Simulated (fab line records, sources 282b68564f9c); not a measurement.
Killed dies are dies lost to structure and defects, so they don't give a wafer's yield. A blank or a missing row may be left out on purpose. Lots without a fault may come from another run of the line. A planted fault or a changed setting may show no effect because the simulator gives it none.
fab line records | flow rit_cmos
record lots=6 wafers=18 last_day=7
route steps=202 shown SDANNEAL@156 PSD@157 NSD@158 PLDD@159 NLDD@160 SILICIDE@161 CONTACT@168 M1@202
lots that met no fault: from a run of the same line without faults
start_h: hours from the record's first day to the start of the lot's first wafer shown | wait_h: hours since the lot's step before | " the same as in the row above | L1.1+2: a row that stands for several wafers | - no value, or no start given | * or withheld: withheld | < > ~ a bound
route shown NAME@n: a module of which the file shows steps, and the number in the route of the first | usual: mean/standard deviation of fault-free wafers | same: alike in all rows | chamber/n: place in a boat | sites: the reading at each site | _std_site: their standard deviation | _edge_site: outer sites' mean less inner sites' | radius_mm: how far each site lies from the wafer's centre | mask NAME#n: copy n | behind: the tool/chamber that last shaped the wafer | hold: why the lot was held/for how many hours/how that ended | device: the transistor (n, p or np) that didn't switch | end of line: the same wafers' tests at the end of the route | a step without rows: its recipe alone | killed: dies lost to structure and defects at the first sort, not the wafer's yield | map: a wafer's dies, x killed, . not, _ none there
set.NAME: the setting as run; set.NAME@STEP: as run at that earlier step | model.NAME: the simulator's own value behind a step, which no gauge read
lots at some steps of the route; a table a step, a row a wafer
services: from which hour (start_h, from the record's first day; less than 0 if before it) a tool's chamber was out of use, for how many hours, and why
## steps
# step RIT_SDANNEAL_RTA_03
# recipe temp_c=1050 time_s=5 idle_temp_c=600 ramp_up_c_per_s=342 ramp_down_c_per_s=171 cool_to_c=600 ambient=N2
# usual wafer_temp_C_max=1053.6/1.1
# columns lot.wafer tool chamber start_h wait_h wafer_temp_C_max
L356.1 rtp_anneal-02 0 58.77 0.0 1054.2
L356.2 " 0 " " 1055.1
L356.5 " 0 " " 1053.9
L363.1 rtp_anneal-01 0 95.28 0.0 1053.2
L363.5 " 0 " " 1053.3
L363.6 " 0 " " 1055.6
L369.1 rtp_anneal-01 0 125.31 0.0 1055.8
L369.4 " 0 " " 1052.2
L369.5 " 0 " " 1053.8
L372.1 rtp_anneal-02 0 139.70 0.0 1055.5
L372.2 " 0 " " 1052.7
L372.6 " 0 " " 1053.4
L373.1 rtp_anneal-01 0 145.29 0.0 1055.7
L373.4 " 0 " " 1054.6
L373.5 " 0 " " 1053.4
L377.3 rtp_anneal-01 0 164.54 0.0 1054.6
L377.4 " 0 " " 1053.5
L377.5 " 0 " " 1053.5
# step RIT_SDANNEAL_RS_MEAS_04
# recipe thk_meas_gauge=four-point-probe
# usual PSD_RS=114.98/0.29
# columns lot.wafer tool chamber start_h wait_h PSD_RS[ohm/sq]
L356.1 film_metro-01 - 58.83 0.0 115.14
L356.2 " - " " 114.89
L356.5 " - " " 114.78
L363.1 film_metro-01 - 95.34 0.0 115.04
L363.5 " - " " 115.13
L363.6 " - " " 114.89
L369.1 film_metro-01 - 125.37 0.0 114.73
L369.4 " - " " 115.21
L369.5 " - " " 115.05
L372.1 film_metro-01 - 139.76 0.0 114.78
L372.2 " - " " 114.32
L372.6 " - " " 114.72
L373.1 film_metro-01 - 145.35 0.0 114.69
L373.4 " - " " 115.21
L373.5 " - " " 114.63
L377.3 film_metro-02 - 164.62 0.1 114.75
L377.4 " - " " 114.77
L377.5 " - " " 114.72
# step RIT_SDANNEAL_RS_MEAS_05
# recipe thk_meas_gauge=four-point-probe
# usual NSD_RS=84.65/0.28
# columns lot.wafer tool chamber start_h wait_h NSD_RS[ohm/sq]
L356.1 film_metro-01 - 58.95 0.1 84.73
L356.2 " - " " 85.12
L356.5 " - " " 84.63
L363.1 film_metro-01 - 95.46 0.1 84.53
L363.5 " - " " 84.71
L363.6 " - " " 84.54
L369.1 film_metro-01 - 125.49 0.1 84.22
L369.4 " - " " 84.70
L369.5 " - " " 84.41
L372.1 film_metro-01 - 139.88 0.1 84.68
L372.2 " - " " 85.07
L372.6 " - " " 84.60
L373.1 film_metro-01 - 145.47 0.1 84.58
L373.4 " - " " 85.03
L373.5 " - " " 84.88
L377.3 film_metro-02 - 164.74 0.1 84.78
L377.4 " - " " 84.99
L377.5 " - " " 84.74
# step RIT_SDANNEAL_RS_MEAS_06
# recipe thk_meas_gauge=four-point-probe
# usual PLDD_RS=178.5/0.53
# columns lot.wafer tool chamber start_h wait_h PLDD_RS[ohm/sq]
L356.1 film_metro-01 - 59.07 0.1 178.3
L356.2 " - " " 178.2
L356.5 " - " " 178.8
L363.1 film_metro-01 - 95.58 0.1 178.1
L363.5 " - " " 178.7
L363.6 " - " " 178.1
L369.1 film_metro-01 - 125.61 0.1 178.5
L369.4 " - " " 178.7
L369.5 " - " " 178.3
L372.1 film_metro-01 - 140.00 0.1 178.2
L372.2 " - " " 177.8
L372.6 " - " " 178.6
L373.1 film_metro-01 - 145.59 0.1 178.4
L373.4 " - " " 178.7
L373.5 " - " " 178.5
L377.3 film_metro-02 - 164.86 0.1 178.8
L377.4 " - " " 178.7
L377.5 " - " " 178.7
# step RIT_SDANNEAL_RS_MEAS_07
# recipe thk_meas_gauge=four-point-probe
# usual NLDD_RS=151.6/0.4
# columns lot.wafer tool chamber start_h wait_h NLDD_RS[ohm/sq]
L356.1 film_metro-01 - 59.19 0.1 151.9
L356.2 " - " " 151.2
L356.5 " - " " 151.4
L363.1 film_metro-01 - 95.70 0.1 151.9
L363.5 " - " " 152.1
L363.6 " - " " 151.9
L369.1 film_metro-01 - 125.73 0.1 151.7
L369.4 " - " " 151.7
L369.5 " - " " 151.9
L372.1 film_metro-01 - 140.12 0.1 152.1
L372.2 " - " " 151.9
L372.6 " - " " 152.2
L373.1 film_metro-01 - 145.71 0.1 151.4
L373.4 " - " " 150.9
L373.5 " - " " 151.1
L377.3 film_metro-02 - 164.98 0.1 151.5
L377.4 " - " " 151.6
L377.5 " - " " 151.9
# step RIT_SILICIDE_WET_ETCH_00
# recipe chemistry=BOE target=SiO2 target_depth_nm=14 time_s=15 dry=n2_spin dilution=10:1 temp_c=21.5
# step RIT_SILICIDE_SPUTTER_01
# recipe material=Ti target_thk_nm=30 power_w=350 chamber_pressure_pa=0.667 gas=Ar time_s=240 substrate_temp_c=25
# usual throttle_valve_pct=30.2/0.92
# columns lot.wafer tool chamber start_h wait_h throttle_valve_pct
L356.1 pvd_sputter-03 - 59.32 0.0 32.0
L356.2 " - " " 30.1
L356.5 " - " " 32.0
L363.1 pvd_sputter-01 - 95.83 0.0 29.3
L363.5 " - " " 29.9
L363.6 " - " " 29.6
L369.1 pvd_sputter-01 - 125.86 0.0 29.4
L369.4 " - " " 29.4
L369.5 " - " " 31.3
L372.1 pvd_sputter-03 - 140.25 0.0 30.3
L372.2 " - " " 32.2
L372.6 " - " " 32.1
L373.1 pvd_sputter-01 - 145.86 0.0 29.8
L373.4 " - " " 29.1
L373.5 " - " " 29.9
L377.3 pvd_sputter-01 - 165.08 0.0 29.7
L377.4 " - " " 31.5
L377.5 " - " " 29.9
# step RIT_SILICIDE_RS_MEAS_02
# recipe thk_meas_gauge=four-point-probe reads=Ti_of_SILICIDE_SPUTTER_01
# usual SILICIDE_TI_RS=48.3/0.9
# columns lot.wafer tool chamber start_h wait_h SILICIDE_TI_RS[ohm/sq]
L356.1 film_metro-01 - 59.47 0.1 48.8
L356.2 " - " " 47.4
L356.5 " - " " 48.9
L363.1 film_metro-04 - 95.98 0.1 49.7
L363.5 " - " " 47.7
L363.6 " - " " 48.7
L369.1 film_metro-03 - 126.01 0.1 48.7
L369.4 " - " " 47.9
L369.5 " - " " 48.6
L372.1 film_metro-04 - 140.40 0.1 47.4
L372.2 " - " " 49.6
L372.6 " - " " 49.9
L373.1 film_metro-04 - 146.01 0.1 46.8
L373.4 " - " " 48.6
L373.5 " - " " 46.2
L377.3 film_metro-04 - 165.27 0.1 48.2
L377.4 " - " " 48.5
L377.5 " - " " 48.0
# step RIT_SILICIDE_THK_MEAS_03
# recipe thk_meas_gauge=xrf reads=Ti_of_SILICIDE_SPUTTER_01
# usual SILICIDE_TI_THK=29.8/0.47
# columns lot.wafer tool chamber start_h wait_h SILICIDE_TI_THK[nm]
L356.1 film_metro-01 - 59.59 0.1 29.6
L356.2 " - " " 30.4
L356.5 " - " " 29.7
L363.1 film_metro-04 - 96.10 0.1 28.8
L363.5 " - " " 29.8
L363.6 " - " " 29.4
L369.1 film_metro-03 - 126.13 0.1 29.7
L369.4 " - " " 30.1
L369.5 " - " " 29.6
L372.1 film_metro-04 - 140.52 0.1 30.0
L372.2 " - " " 29.0
L372.6 " - " " 28.9
L373.1 film_metro-04 - 146.13 0.1 30.7
L373.4 " - " " 29.8
L373.5 " - " " 31.1
L377.3 film_metro-04 - 165.37 0.1 30.0
L377.4 " - " " 29.8
L377.5 " - " " 30.1
# step RIT_SILICIDE_RTA_04
# recipe temp_c=650 time_s=10 idle_temp_c=25 ramp_up_s=5 ramp_down_s=5 cool_to_c=25 ambient=N2
# usual wafer_temp_C_max=653.5/0.81
# columns lot.wafer tool chamber start_h wait_h wafer_temp_C_max
L356.1 rtp_anneal-01 0 59.65 0.1 652.4
L356.2 " 0 " " 653.9
L356.5 " 0 " " 652.9
L363.1 rtp_anneal-02 0 96.16 0.1 653.6
L363.5 " 0 " " 655.1
L363.6 " 0 " " 654.0
L369.1 rtp_anneal-02 0 126.19 0.1 653.5
L369.4 " 0 " " 653.5
L369.5 " 0 " " 653.3
L372.1 rtp_anneal-01 0 140.58 0.1 653.4
L372.2 " 0 " " 653.2
L372.6 " 0 " " 652.9
L373.1 rtp_anneal-02 0 146.19 0.1 653.5
L373.4 " 0 " " 654.8
L373.5 " 0 " " 653.3
L377.3 rtp_anneal-02 0 165.43 0.1 654.1
L377.4 " 0 " " 653.6
L377.5 " 0 " " 654.1
# step RIT_SILICIDE_WET_ETCH_05
# recipe chemistry=SPM target=Ti temp_c=90 time_s=120 dry=n2_spin
# step RIT_SILICIDE_RTA_06
# recipe temp_c=750 time_s=10 idle_temp_c=25 ramp_up_s=5 ramp_down_s=10 cool_to_c=25 ambient=N2
# usual wafer_temp_C_max=754.2/0.99
# columns lot.wafer tool chamber start_h wait_h wafer_temp_C_max
L356.1 rtp_anneal-02 0 59.76 0.0 754.7
L356.2 " 0 " " 755.4
L356.5 " 0 " " 754.8
L363.1 rtp_anneal-01 0 96.27 0.0 753.5
L363.5 " 0 " " 753.3
L363.6 " 0 " " 753.3
L369.1 rtp_anneal-01 0 126.30 0.0 753.4
L369.4 " 0 " " 754.4
L369.5 " 0 " " 753.3
L372.1 rtp_anneal-02 0 140.69 0.0 753.9
L372.2 " 0 " " 753.9
L372.6 " 0 " " 756.6
L373.1 rtp_anneal-01 0 146.34 0.0 752.7
L373.4 " 0 " " 752.8
L373.5 " 0 " " 753.1
L377.3 rtp_anneal-01 0 165.54 0.0 753.0
L377.4 " 0 " " 753.5
L377.5 " 0 " " 753.6
# step RIT_CONTACT_CVD_00
# recipe material=SiO2 target_thk_nm=400 precursor=TEOS temp_c=390 time_s=61 rf_w=400
# usual heater_power_w=322/73 rf_fwd_power_W=396.3/1.9
# columns lot.wafer tool chamber start_h wait_h heater_power_w rf_fwd_power_W model.SiO2_of_CONTACT_CVD_00.thk_nm
L356.1 pecvd-01 0 59.83 0.1 465 392.4 406.1
L356.2 " 2 " " 343 398.2 402
L356.5 " 1 " " 373 395.9 403
L363.1 pecvd-02 0 96.34 0.1 287 398.6 408.3
L363.5 " 2 " " 352 394.2 393.8
L363.6 " 0 " " 294 398.8 415
L369.1 pecvd-02 0 126.36 0.1 293 399.1 570.3
L369.4 " 2 " " 353 392.2 560
L369.5 " 1 " " 323 399.9 562.6
L372.1 pecvd-02 1 140.76 0.1 288 398.4 550.8
L372.2 " 2 " " 319 392.6 546.1
L372.6 " 2 " " 329 392.1 551
L373.1 pecvd-04 0 146.40 0.1 196 396.9 407.4
L373.4 " 1 " " 314 393.4 399.6
L373.5 " 0 " " 218 398.4 418
L377.3 pecvd-01 0 165.58 0.0 459 393.8 410.5
L377.4 " 2 " " 273 396.4 408.3
L377.5 " 0 " " 467 397.5 416.7
# step RIT_CONTACT_THK_MEAS_01
# recipe reads=SiO2_of_CONTACT_CVD_00
# usual CONTACT_TEOS_THK=403/7.2
# columns lot.wafer tool chamber start_h wait_h CONTACT_TEOS_THK[nm]
L356.1 film_metro-02 - 59.88 0.0 406
L356.2 " - " " 402
L356.5 " - " " 403
L363.1 film_metro-04 - 96.39 0.0 408
L363.5 " - " " 394
L363.6 " - " " 415
L369.1 film_metro-04 - 126.41 0.0 570
L369.4 " - " " 560
L369.5 " - " " 562
L372.1 film_metro-04 - 140.81 0.0 551
L372.2 " - " " 547
L372.6 " - " " 552
L373.1 film_metro-02 - 146.45 0.0 408
L373.4 " - " " 400
L373.5 " - " " 418
L377.3 film_metro-03 - 165.65 0.0 410
L377.4 " - " " 408
L377.5 " - " " 417
# step RIT_CONTACT_HMDS_02
# recipe prime_time_s=60 prime_temp_c=140
# step RIT_CONTACT_COAT_03
# recipe resist=NOVOLAK spin_rpm=3250 resist_thk_nm=1000
# step RIT_CONTACT_SOFTBAKE_04
# recipe resist=NOVOLAK temp_c=90 time_s=60
# step RIT_CONTACT_EXPOSE_05
# recipe mask_id=M11 na=0.6 source_shape=conventional sigma_outer=0.5 target_cd_nm=1000 dose_mj=250
# step RIT_CONTACT_PEB_06
# recipe resist=NOVOLAK temp_c=withheld time_s=withheld
# step RIT_CONTACT_DEVELOP_07
# recipe resist=NOVOLAK develop_time_s=116.3 dev_temp_c=23
# step RIT_CONTACT_CD_MEAS_08
# recipe target_cd_nm=1000
# usual cd_nm=999.9/2
# columns lot.wafer tool chamber start_h wait_h cd_nm
L356.1 cd_sem-01 - 60.99 - 998.9
L356.2 " - " " 998.4
L356.5 " - " " 1000.0
L363.1 cd_sem-01 - 97.48 - 999.8
L363.5 " - " " 1000.5
L363.6 " - " " 998.0
L369.1 cd_sem-01 - 127.56 - 1001.4
L369.4 " - " " 1001.8
L369.5 " - " " 1001.7
L372.1 cd_sem-01 - 141.99 - 1000.3
L372.2 " - " " 999.0
L372.6 " - " " 998.4
L373.1 cd_sem-01 - 147.48 - 998.4
L373.4 " - " " 995.5
L373.5 " - " " 994.2
L377.3 cd_sem-02 - 166.83 - 1000.0
L377.4 " - " " 999.2
L377.5 " - " " 998.5
# step RIT_CONTACT_OVL_MEAS_09
# usual CONTACT_OVL=-0.2/1.4
# columns lot.wafer tool chamber start_h wait_h CONTACT_OVL[nm]
L356.1 overlay-01 - 61.11 0.1 0.1
L356.2 " - " " -0.7
L356.5 " - " " 0.1
L363.1 overlay-01 - 97.60 0.1 -1.3
L363.5 " - " " 0.3
L363.6 " - " " 1.4
L369.1 overlay-01 - 127.68 0.1 2.5
L369.4 " - " " -1.5
L369.5 " - " " 0.9
L372.1 overlay-01 - 142.11 0.1 -1.7
L372.2 " - " " 1.1
L372.6 " - " " -1.0
L373.1 overlay-02 - 147.60 0.1 -1.5
L373.4 " - " " 0.2
L373.5 " - " " -2.0
L377.3 overlay-02 - 166.92 0.1 -1.5
L377.4 " - " " -1.4
L377.5 " - " " -0.3
# step RIT_CONTACT_HARDBAKE_10
# recipe resist=NOVOLAK temp_c=140 time_s=60
# step RIT_CONTACT_ETCH_11
# recipe target_depth_a=4800 over_etch_frac=0.2 stop_on=TiSi2 chemistry=CHF3/CF4/Ar target=SiO2 CHF3_flow_sccm=50 cf4_flow_sccm=10 Ar_flow_sccm=100 O2_flow_sccm=5 pressure_mtorr=100 rf_w=200 time_s=320
# usual O2_flow_sccm=4.999/0.015 drypump_motor_current_A=5.57/0.24 oes_product_au=0.994/0.017 rf_fwd_power_W=199.6/0.65 throttle_valve_pct=8.81/0.13
# columns lot.wafer tool chamber start_h wait_h O2_flow_sccm drypump_motor_current_A oes_product_au rf_fwd_power_W rf_hours_counter_h throttle_valve_pct model.CONTACT.feature_depth_nm model.etch.depth_nm
L356.1 rie_diel-02 2 61.29 0.1 4.992 5.42 0.976 199.4 121 8.95 406.1 406.1
L356.2 " 3 " " 5.000 5.55 0.984 198.7 166 8.93 402 402
L356.5 " 2 " " 4.997 5.44 0.981 199.7 - 8.93 403 403
L363.1 rie_diel-02 3 97.91 0.1 5.001 5.55 0.989 200.4 167 8.94 408.3 408.3
L363.5 " 0 " " 5.020 5.57 0.986 199.5 - 8.82 393.8 393.8
L363.6 " 2 " " 5.005 5.43 0.980 199.2 - 8.94 415 415
L369.1 rie_diel-04 0 127.87 0.1 4.988 5.80 1.014 200.8 139 8.67 489.1 489.1
L369.4 " 2 " " 4.977 5.38 0.978 200.0 71 8.60 487.3 487.3
L369.5 " 0 " " 4.995 5.79 1.014 200.6 - 8.65 487.4 487.4
L372.1 rie_diel-04 0 142.29 0.1 5.004 5.78 1.014 199.5 139 8.66 493.4 493.4
L372.2 " 1 " " 4.973 5.81 1.006 200.1 64 8.95 495.9 495.9
L372.6 " 0 " " 4.974 5.81 1.020 199.3 - 8.66 493.1 493.1
L373.1 rie_diel-04 0 147.79 0.1 5.002 5.78 1.005 199.4 139 8.65 407.4 407.4
L373.4 " 1 " " 4.998 5.83 0.996 198.7 64 8.94 399.6 399.6
L373.5 " 0 " " 4.994 5.79 1.014 200.0 - 8.68 418 418
L377.3 rie_diel-02 2 167.09 0.1 5.009 5.40 0.974 200.3 123 8.95 410.5 410.5
L377.4 " 0 " " 4.994 5.60 0.991 200.4 - 8.82 408.3 408.3
L377.5 " 1 " " 5.033 5.27 1.003 198.6 - 8.80 416.7 416.7
# step RIT_CONTACT_STRIP_12
# recipe chemistry=O2 time_s=180 resist=NOVOLAK platen_temp_c=withheld power_w=500 pressure_mtorr=4000 o2_flow_sccm=4000
# usual drypump_motor_current_A=5.88/0.21
# columns lot.wafer tool chamber start_h wait_h drypump_motor_current_A rf_hours_counter_h
L356.1 plasma_asher-03 0 61.49 0.1 6.05 27
L356.2 " 1 " " 5.80 27
L356.5 " 0 " " 6.08 -
L363.1 plasma_asher-03 1 98.10 0.1 5.81 31
L363.5 " 1 " " 5.83 -
L363.6 " 0 " " 6.04 -
L369.1 plasma_asher-02 1 128.07 0.1 6.18 49
L369.4 " 0 " " 5.85 -
L369.5 " 1 " " 6.16 -
L372.1 plasma_asher-03 0 142.49 0.1 6.05 36
L372.2 " 1 " " 5.81 36
L372.6 " 0 " " 6.04 -
L373.1 plasma_asher-04 0 147.98 0.1 5.41 3
L373.4 " 0 " " 5.40 -
L373.5 " 0 " " 5.39 -
L377.3 plasma_asher-03 0 167.34 0.2 6.03 -
L377.4 " 1 " " 5.83 -
L377.5 " 1 " " 5.77 -
# step RIT_CONTACT_CD_MEAS_90
# recipe target_cd_nm=1000
# usual cd_nm=999.9/2.1
# columns lot.wafer tool chamber start_h wait_h cd_nm
L356.1 cd_sem-01 - 61.66 0.1 999.0
L356.2 " - " " 998.4
L356.5 " - " " 999.9
L363.1 cd_sem-01 - 98.28 0.1 999.2
L363.5 " - " " 1000.4
L363.6 " - " " 997.6
L369.1 cd_sem-02 - 128.24 0.1 1002.5
L369.4 " - " " 1002.0
L369.5 " - " " 1002.8
L372.1 cd_sem-02 - 142.66 0.1 1000.9
L372.2 " - " " 999.4
L372.6 " - " " 999.4
L373.1 cd_sem-01 - 148.16 0.1 999.6
L373.4 " - " " 995.6
L373.5 " - " " 994.9
L377.3 cd_sem-02 - 167.50 0.1 999.4
L377.4 " - " " 998.6
L377.5 " - " " 998.5
# step RIT_CONTACT_CLEAN_13
# recipe chemistry=SC1 mix=3:3:50 time_s=617.9 temp_c=75
# usual temp_c=75.00/0.13
# columns lot.wafer tool chamber start_h wait_h temp_c model.SiO2_of_CONTACT_CVD_00.thk_nm
L356.1 wet_bench-04 1 61.78 0.1 74.97 402
L356.2 " 1 " " 75.10 397.8
L356.5 " 1 " " 75.05 398.9
L363.1 wet_bench-01 2 98.40 0.1 74.84 404
L363.5 " 2 " " 75.09 389.5
L363.6 " 2 " " 74.93 410.7
L369.1 wet_bench-02 1 128.36 0.1 75.08 566.1
L369.4 " 1 " " 75.15 555.8
L369.5 " 1 " " 75.13 558.4
L372.1 wet_bench-02 2 142.78 0.1 74.97 546.6
L372.2 " 2 " " 74.69 541.9
L372.6 " 2 " " 74.88 546.7
L373.1 wet_bench-02 1 148.28 0.1 74.96 403.1
L373.4 " 1 " " 75.17 395.4
L373.5 " 1 " " 74.83 413.8
L377.3 wet_bench-02 2 167.58 0.1 75.06 406.3
L377.4 " 2 " " 74.93 404.1
L377.5 " 2 " " 75.07 412.5
# step RIT_CONTACT_CLEAN_14
# recipe chemistry=SC2 mix=3:3:50 time_s=600 temp_c=75 dry=n2_spin
# step RIT_M1_PROBE_99
# usual killed_at_contacts=0.0/0.2 killed_at_front_end=7.2/2.5 killed_dies=7.3/2.5 killed_on_rim=2.0/1.4 killed_open=3.8/1.9 killed_short=3.5/1.8
# same gross_dies=264 killed_at_M0_to_M3=0 killed_at_M4_up=0 killed_at_back_side=0 killed_at_other=0
# columns lot.wafer tool chamber start_h wait_h killed_at_contacts killed_at_front_end killed_dies killed_on_rim killed_open killed_short
L356.1 prober-01 - 66.45 0.1 0 8 8 3 3 5
L356.2 prober-01 - 66.50 0.1 0 8 8 4 4 4
L356.5 prober-01 - 66.65 0.2 0 11 11 2 6 5
L363.1 prober-01 - 103.03 0.1 0 10 10 3 3 7
L363.5 prober-01 - 103.23 0.2 0 7 7 5 3 4
L363.6 prober-01 - 103.28 0.2 0 9 9 5 2 7
L369.1 prober-02 - 132.96 0.1 257 7 264 70 2 5
L369.4 prober-02 - 133.11 0.2 255 9 264 70 4 5
L369.5 prober-02 - 133.16 0.2 258 6 264 70 4 2
L372.1 prober-01 - 147.15 0.1 256 8 264 70 2 6
L372.2 prober-01 - 147.20 0.1 261 3 264 70 2 1
L372.6 prober-01 - 147.40 0.2 255 9 264 70 5 4
L373.1 prober-02 - 152.76 0.1 0 10 10 2 6 4
L373.4 prober-02 - 152.91 0.2 0 8 8 4 5 3
L373.5 prober-02 - 152.96 0.2 0 9 9 2 1 8
L377.3 prober-02 - 172.11 0.2 0 6 6 1 3 3
L377.4 prober-02 - 172.16 0.2 0 10 10 2 6 4
L377.5 prober-02 - 172.21 0.2 0 4 4 0 1 3
# killed by level:class
L356.1 GATE:geometric_particle:short=4 SPACER:geometric_particle:open=2 FOX1:geometric_particle:short=1 GATE:geometric_particle:open=1
L356.2 GATE:geometric_particle:open=3 SILICIDE:geometric_particle:short=2 FOX2:geometric_particle:open=1 GATE:geometric_particle:short=1 REOX:geometric_particle:short=1
L356.5 REOX:geometric_particle:open=3 GATE:geometric_particle:short=2 REOX:geometric_particle:short=2 FOX1:geometric_particle:short=1 FOX2:geometric_particle:open=1 GATE:geometric_particle:open=1 SILICIDE:geometric_particle:open=1
L363.1 REOX:geometric_particle:short=4 FOX2:geometric_particle:short=2 REOX:geometric_particle:open=2 GATE:geometric_particle:open=1 SILICIDE:geometric_particle:short=1
L363.5 GATE:geometric_particle:short=3 FOX1:geometric_particle:open=2 GATE:geometric_particle:open=1 REOX:geometric_particle:short=1
L363.6 GATE:geometric_particle:short=5 FOX2:geometric_particle:short=1 FOX1:geometric_particle:open=1 SILICIDE:geometric_particle:short=1 SILICIDE:geometric_particle:open=1
L369.1 CONTACT:area_etch=257 SILICIDE:geometric_particle:short=3 FOX1:geometric_particle:open=1 FOX2:geometric_particle:short=1 GATE:geometric_particle:short=1 GATE:geometric_particle:open=1
L369.4 CONTACT:area_etch=255 REOX:geometric_particle:short=3 SPACER:geometric_particle:short=2 GATE:geometric_particle:open=2 FOX1:geometric_particle:open=1 SPACER:geometric_particle:open=1
L369.5 CONTACT:area_etch=258 REOX:geometric_particle:open=2 FOX2:geometric_particle:open=1 GATE:geometric_particle:short=1 REOX:geometric_particle:short=1 SPACER:geometric_particle:open=1
L372.1 CONTACT:area_etch=256 GATE:geometric_particle:short=3 FOX1:geometric_particle:short=1 FOX2:geometric_particle:open=1 FOX2:geometric_particle:short=1 SILICIDE:geometric_particle:open=1 SILICIDE:geometric_particle:short=1
L372.2 CONTACT:area_etch=261 FOX1:geometric_particle:open=1 GATE:geometric_particle:short=1 GATE:geometric_particle:open=1
L372.6 CONTACT:area_etch=255 GATE:geometric_particle:open=2 FOX1:geometric_particle:open=1 FOX1:geometric_particle:short=1 FOX2:geometric_particle:open=1 FOX2:geometric_particle:short=1 GATE:geometric_particle:short=1 REOX:geometric_particle:open=1
L373.1 FOX1:geometric_particle:short=2 GATE:geometric_particle:open=2 SPACER:geometric_particle:open=2 FOX2:geometric_particle:open=1 GATE:geometric_particle:short=1 REOX:geometric_particle:open=1 SPACER:geometric_particle:short=1
L373.4 GATE:geometric_particle:open=2 REOX:geometric_particle:short=2 FOX1:geometric_particle:open=1 REOX:geometric_particle:open=1 SPACER:geometric_particle:open=1 SPACER:geometric_particle:short=1
L373.5 REOX:geometric_particle:short=3 GATE:geometric_particle:short=2 SPACER:geometric_particle:short=2 GATE:geometric_particle:open=1 SILICIDE:geometric_particle:short=1
L377.3 GATE:geometric_particle:open=3 GATE:geometric_particle:short=3
L377.4 GATE:geometric_particle:open=4 SPACER:geometric_particle:open=2 FOX2:geometric_particle:short=1 GATE:geometric_particle:short=1 REOX:geometric_particle:short=1 SPACER:geometric_particle:short=1
L377.5 GATE:geometric_particle:short=3 REOX:geometric_particle:open=1
# map L369.1 (x killed, . not)
________xxxxxxx_______
_____xxxxxxxxxxxxx____
____xxxxxxxxxxxxxxx___
___xxxxxxxxxxxxxxxxx__
__xxxxxxxxxxxxxxxxxxx_
__xxxxxxxxxxxxxxxxxxx_
_xxxxxxxxxxxxxxxxxxxxx
_xxxxxxxxxxxxxxxxxxxxx
_xxxxxxxxxxxxxxxxxxxxx
_xxxxxxxxxxxxxxxxxxxxx
__xxxxxxxxxxxxxxxxxxx_
__xxxxxxxxxxxxxxxxxxx_
___xxxxxxxxxxxxxxxxx__
____xxxxxxxxxxxxxxx___
_____xxxxxxxxxxxxx____
________xxxxxxx_______
# map L372.1 (x killed, . not)
________xxxxxxx_______
_____xxxxxxxxxxxxx____
____xxxxxxxxxxxxxxx___
___xxxxxxxxxxxxxxxxx__
__xxxxxxxxxxxxxxxxxxx_
__xxxxxxxxxxxxxxxxxxx_
_xxxxxxxxxxxxxxxxxxxxx
_xxxxxxxxxxxxxxxxxxxxx
_xxxxxxxxxxxxxxxxxxxxx
_xxxxxxxxxxxxxxxxxxxxx
__xxxxxxxxxxxxxxxxxxx_
__xxxxxxxxxxxxxxxxxxx_
___xxxxxxxxxxxxxxxxx__
____xxxxxxxxxxxxxxx___
_____xxxxxxxxxxxxx____
________xxxxxxx_______
## services
# columns tool chamber start_h hours kind
pvd_sputter-03 - 47.64 9.1 repair
wet_bench-02 - 49.74 1.7 repair
pvd_sputter-01 - 66.86 2.0 repair
plasma_asher-02 - 79.75 1.5 repair
plasma_asher-03 - 80.05 2.8 pm
pecvd-02 - 90.96 2.8 pm
plasma_asher-04 - 108.75 9.0 pm
plasma_asher-04 0 108.75 9.0 vent_cycle
plasma_asher-04 1 108.75 9.0 vent_cycle
plasma_asher-04 0 117.75 - clean
plasma_asher-04 1 117.75 - clean
rie_diel-02 3 151.95 - clean
rie_diel-02 3 151.95 20.6 scheduled_down
rie_diel-02 3 151.95 20.6 vent_cycle
pvd_sputter-03 - 163.70 2.1 repair
## key
first_sign step=RIT_CONTACT_THK_MEAS_01 reading=CONTACT_TEOS_THK direction=up sigmas=21 usual=403 struck=557
effect step=RIT_M1_PROBE_99 reading=killed_at_contacts direction=up sigmas=99+ usual=0.0 struck=257
model_effect step=RIT_CONTACT_CVD_00 value=SiO2_of_CONTACT_CVD_00.thk_nm without=396.8 struck=556.8
model_effect step=RIT_CONTACT_ETCH_11 value=CONTACT.feature_depth_nm without=396.8 struck=491
model_effect step=RIT_CONTACT_CLEAN_13 value=SiO2_of_CONTACT_CVD_00.thk_nm without=392.6 struck=552.6
more_kills_born_at RIT_CONTACT_ETCH_11@rie_diel-04=1542
met_at RIT_CONTACT_CVD_00
struck_wafers L369.1,L369.4,L369.5,L372.1,L372.2,L372.6
later_rows_left_out L369.1,L369.4,L369.5,L372.1,L372.2,L372.6
tester_left_out L369,L372
onset_between 96.34 126.36
fault kind=process_parameter_drift tool=pecvd-02 chamber=- onset_h=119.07 steps=RIT_CONTACT_CVD_00 channel=target_thk_nm offset=160 shape=step end_h=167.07 stated=400
# tester_left_out: of these lots the tester's yield and bins aren't shown, on N5 and GAA mostly nor the transistor test; their killed dies are dies lost to structure and defects alone, not to doping, threshold or leakage, so they don't give the yield
# later_rows_left_out: the simulator's readings of these wafers behind a module that went badly wrong aren't trusted and aren't shown, but for the sort
